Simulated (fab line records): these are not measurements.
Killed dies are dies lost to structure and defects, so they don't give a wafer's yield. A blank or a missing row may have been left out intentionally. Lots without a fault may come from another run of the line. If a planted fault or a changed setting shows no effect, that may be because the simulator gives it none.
2 desks, one fault	flow berkeleyCmos170	each desk has only its own numbers; what lay behind them comes last

== TOOL OWNER'S DESK, rieDiel-04 ==
The tool's own readings at UCB170_V2_ETCH_14 (etches SiO2 in CHF3/CF4/Ar, stops on Al, target depth 1250 nm, time 291 s): means of the sampled wafers that have a number, for each lot that ran on this tool. If a lot's mean is further than 4 standard deviations from the usual mean, the lot is out of limits and carries the mark OUT (the distance appears in the brackets).
Columns: A = chamberPressureMTorr at UCB170_V2_ETCH_14, usual 199.98 mTorr; B = drypumpMotorCurrentA at UCB170_V2_ETCH_14, usual 5.8 A; C = oesProductAu at UCB170_V2_ETCH_14, usual 0.872 a.u.; D = throttleValvePct at UCB170_V2_ETCH_14, usual 6.92 %
lot	first seen here	A	B	C	D
L690	day 8 07:11	200.10	6.1	0.875	6.89
L688	day 8 07:53	200.22	6.0	0.880	7.02
L697	day 10 00:59	199.95	6.0	0.863	6.96
L699	day 11 10:05	199.98	6.1	0.864	6.96
This desk found nothing out of limits on any of the 4 lots.

== THE METROLOGY DESK ==
What the gauges read, lot by lot, whatever tool the lot ran on: means of the sampled wafers that have a number. If a lot's mean is further than 4 standard deviations from the usual mean, the lot is out of limits and carries the mark OUT (the distance appears in the brackets).
Columns: A = cdNm at UCB170_CONTACT_CD_MEAS_90, usual 700.1 nm; B = V2_OVL at UCB170_V2_OVL_MEAS_13, usual -2 nm
lot	first seen here	A	B
L690	day 7 17:47	701.3	1
L688	day 7 17:56	699.0	-13
L689	day 7 20:43	699.7	-1
L691	day 8 05:19	698.9	0
L694	day 9 10:25	699.3	-3
L697	day 9 11:50	697.1	-7
L699	day 10 19:18	702.3	-4
L703	day 11 11:32	698.2	-1
L702	day 11 12:01	699.4	-10
L706	day 11 22:20	700.5	-3
L705	day 11 22:34	698.5	5
L707	day 12 08:07	700.2	8
L708	day 12 09:09	702.2	-9
L709	day 13 04:35	701.9	-1
This desk found nothing out of limits on any of the 14 lots.

== PUT TOGETHER ==
The desk of the tool owner found nothing out of limits.
Metrology desk: nothing out of limits seen.

== WHAT THE SIMULATOR HAD INSERTED ==
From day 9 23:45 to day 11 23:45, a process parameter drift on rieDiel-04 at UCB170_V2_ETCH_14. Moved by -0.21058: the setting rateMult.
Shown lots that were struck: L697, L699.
